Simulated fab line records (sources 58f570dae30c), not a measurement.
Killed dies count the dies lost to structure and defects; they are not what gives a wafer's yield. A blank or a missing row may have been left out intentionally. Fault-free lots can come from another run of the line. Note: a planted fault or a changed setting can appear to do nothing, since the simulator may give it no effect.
Which tool did it? + flow berkeleyCmos170 + 13 lots with 39 wafers sampled at 3 steps, on a route of 331 steps

## WHAT EACH GAUGE READ, for each wafer
UCB170_SDANNEAL_RS_MEAS_02: measurement is done with a four-point probe. Usual: PSD_RS typically reads 75.4 ohm/sq, with standard deviation 0.35.
| lot  | measured     | on           | PSD_RS (ohm/sq) | flag |
|------|--------------|--------------|-----------------|------|
| L484 | day 7 11:10  | filmMetro-01 | 75.2 75.8 75.4  |      |
| L487 | day 8 08:31  | filmMetro-01 | 75.7 75.9 75.5  |      |
| L485 | day 8 09:22  | filmMetro-04 | 75.1 75.1 75.0  |      |
| L489 | day 8 08:49  | filmMetro-04 | 74.9 75.0 74.8  |      |
| L486 | day 8 09:07  | filmMetro-03 | 76.2 75.6 76.0  |      |
| L491 | day 9 08:23  | filmMetro-03 | 75.8 75.6 75.5  |      |
| L492 | day 9 08:32  | filmMetro-04 | 75.2 75.3 75.4  |      |
| L493 | day 9 08:56  | filmMetro-01 | 75.3 75.3 75.3  |      |
| L496 | day 9 16:35  | filmMetro-01 | 74.7 74.8 74.8  |      |
| L495 | day 9 16:47  | filmMetro-04 | 75.7 75.5 75.5  |      |
| L494 | day 9 17:01  | filmMetro-03 | 75.3 75.4 75.4  |      |
| L502 | day 11 07:01 | filmMetro-01 | 75.5 75.4 75.5  |      |
| L507 | day 12 07:16 | filmMetro-04 | 75.2 75.5 75.3  |      |

UCB170_V2_BOW_MEAS_03. Usual: V2_BOW typically reads 37 um, with standard deviation 7.1.
| lot  | measured     | on           | V2_BOW (um) | flag |
|------|--------------|--------------|-------------|------|
| L484 | day 8 08:55  | filmMetro-03 | 35 44 29    |      |
| L487 | day 9 05:30  | filmMetro-04 | 31 32 37    |      |
| L485 | day 9 06:04  | filmMetro-02 | 55 43 47    |      |
| L489 | day 9 05:42  | filmMetro-03 | 43 50 30    |      |
| L486 | day 9 05:47  | filmMetro-02 | 45 37 39    |      |
| L491 | day 9 23:51  | filmMetro-04 | 41 45 26    |      |
| L492 | day 10 02:07 | filmMetro-04 | 31 38 36    |      |
| L493 | day 10 02:26 | filmMetro-03 | 33 27 29    |      |
| L496 | day 10 10:32 | filmMetro-02 | 43 42 29    |      |
| L495 | day 10 10:40 | filmMetro-04 | 43 39 30    |      |
| L494 | day 10 10:50 | filmMetro-02 | 36 39 48    |      |
| L502 | day 11 22:07 | filmMetro-02 | 30 35 35    |      |
| L507 | day 12 23:43 | filmMetro-03 | 39 53 42    |      |

## TOOL THAT RAN EACH LOT (tool first, then ch and the chambers of the sampled wafers, then the start)
| lot  | UCB170_GATE_STRIP_16                |
|------|-------------------------------------|
| L484 | plasmaAsher-04 ch 0,1, day 6 19:31  |
| L487 | plasmaAsher-03 ch 0,1, day 7 12:56  |
| L485 | plasmaAsher-04 ch 0,1, day 7 13:13  |
| L489 | plasmaAsher-02 ch 0,1, day 7 13:22  |
| L486 | plasmaAsher-03 ch 0,1, day 7 13:29  |
| L491 | plasmaAsher-04 ch 0,1, day 8 12:20  |
| L492 | plasmaAsher-03 ch 0,1, day 8 12:28  |
| L493 | plasmaAsher-02 ch 0,1, day 8 12:37  |
| L496 | plasmaAsher-02 ch 0,1, day 8 22:23  |
| L495 | plasmaAsher-04 ch 0,1, day 8 22:40  |
| L494 | plasmaAsher-03 ch 1, day 8 22:50    |
| L502 | plasmaAsher-02 ch 0,1, day 10 15:03 |
| L507 | plasmaAsher-04 ch 1, day 11 15:07   |
- UCB170_GATE_STRIP_16: strips in O2.

## AS READ BY THE TOOLS THEMSELVES (means over the sampled wafers that have a number; for cases with no such wafer, the mark the record gives instead)
UCB170_GATE_STRIP_16. Usual: chamberPressureMTorr 3500 mTorr, standard deviation 3.2; drypumpMotorCurrentA 5.7 A, standard deviation 0.53; oesProductAu 0.724 a.u., standard deviation 0.0042.
| lot  | tool           | chamberPressureMTorr (mTorr) | drypumpMotorCurrentA (A) | oesProductAu (a.u.) | flag |
|------|----------------|------------------------------|--------------------------|---------------------|------|
| L484 | plasmaAsher-04 | 3500                         | 5.6                      | 0.722               |      |
| L487 | plasmaAsher-03 | 3499                         | 5.7                      | 0.725               |      |
| L485 | plasmaAsher-04 | 3503                         | 5.6                      | 0.722               |      |
| L489 | plasmaAsher-02 | 3500                         | 5.4                      | 0.725               |      |
| L486 | plasmaAsher-03 | 3502                         | 5.7                      | 0.726               |      |
| L491 | plasmaAsher-04 | 3499                         | 5.6                      | 0.722               |      |
| L492 | plasmaAsher-03 | 3500                         | 5.7                      | 0.724               |      |
| L493 | plasmaAsher-02 | 3501                         | 6.0                      | 0.723               |      |
| L496 | plasmaAsher-02 | 3498                         | 5.4                      | 0.722               |      |
| L495 | plasmaAsher-04 | 3503                         | 5.6                      | 0.723               |      |
| L494 | plasmaAsher-03 | 3500                         | 6.0                      | 0.719               |      |
| L502 | plasmaAsher-02 | 3501                         | 6.0                      | 0.726               |      |
| L507 | plasmaAsher-04 | 3500                         | 5.6                      | 0.727               |      |

## THE ANSWER, worked out from the rows above alone
Rule: lot off if the mean of its wafers having a number is beyond 3 standard deviations from the usual mean. Also off: a lot with no number at a reading for which 4 or more lots have one. Any other lot the step has rows for is counted as sound. First the gauges in route order, then the tools' own readings, where a lot's mean is used as printed above. The first step at which some lot is off is used, and at that step the reading that is off furthest; a lot without a number counts as furthest.
No lot is off on any of the readings shown, so nothing can be concluded from this.

## WHAT THE SIMULATOR HAD INSERTED
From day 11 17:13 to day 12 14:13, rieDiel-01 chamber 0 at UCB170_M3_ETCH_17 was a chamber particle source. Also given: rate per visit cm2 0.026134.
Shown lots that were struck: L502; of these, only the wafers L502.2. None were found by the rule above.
